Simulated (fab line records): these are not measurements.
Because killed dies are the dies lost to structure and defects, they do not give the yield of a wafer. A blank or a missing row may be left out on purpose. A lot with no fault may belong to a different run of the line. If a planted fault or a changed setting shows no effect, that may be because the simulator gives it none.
A single fault, viewed from 2 desks	flow berkeleyCmos170	each desk has only its own numbers; what lay behind them comes last

DESK OF THE TOOL OWNER: lithoTrack-01
The tool's own readings at UCB170_NWELL_HMDS_06 (prime time 60 s): means of the sampled wafers that have a number, for each lot that ran on this tool. Any lot whose mean is over 4 standard deviations away from the usual mean is out of limits and marked OUT; that distance is given in the brackets.
Columns: A = primeTempC at UCB170_NWELL_HMDS_06, usual 100.00 C
lot	first seen here	A
L384	day 2 14:26	99.89
L385	day 2 17:05	100.02
L387	day 3 00:45	92.30 (-55) OUT
L388	day 3 12:21	92.34 (-55) OUT
L401	day 6 05:28	99.96
Finding of this desk: L387, L388 out of limits; the first was L387 at day 3 00:45, on primeTempC at UCB170_NWELL_HMDS_06. In limits: L384, L385, L401.

METROLOGY DESK
What the gauges read for every lot (on any tool): the sampled wafers with a number, averaged. Any lot whose mean is over 4 standard deviations away from the usual mean is out of limits and marked OUT; that distance is given in the brackets.
Columns: A = FIELD_OXIDE_LEFT_2_THK at UCB170_FIELD_THK_MEAS_91, usual 359 nm
lot	first seen here	A
L384	day 5 22:10	356
L383	day 5 22:11	370
L385	day 6 00:10	372
L386	day 6 00:25	358
L387	day 6 00:40	368
L388	day 6 15:05	378
L396	day 8 12:29	353
L399	day 9 12:59	356
L398	day 9 13:04	364
L402	day 9 23:47	360
L401	day 10 00:07	349
L403	day 10 09:36	357
L404	day 10 09:53	363
L405	day 11 05:06	362
This desk found nothing out of limits on any of the 14 lots.

ALL TOGETHER
The tool owner's desk had the chance to raise an alarm at day 3 00:45 on L387, L388.
At the metrology desk, nothing out of limits was observed.
The metrology desk has L387, L388 on record, within its limits.
Of the lots named, all ran UCB170_NWELL_HMDS_06 on lithoTrack-01.

WHAT THE SIMULATOR PUT IN
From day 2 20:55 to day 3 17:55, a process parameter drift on lithoTrack-01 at UCB170_NWELL_HMDS_06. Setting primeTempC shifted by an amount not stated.
Shown lots that were struck: L387, L388.
Each desk's first reading out of limits, in hours after the fault started: the tool owner's desk, 4.
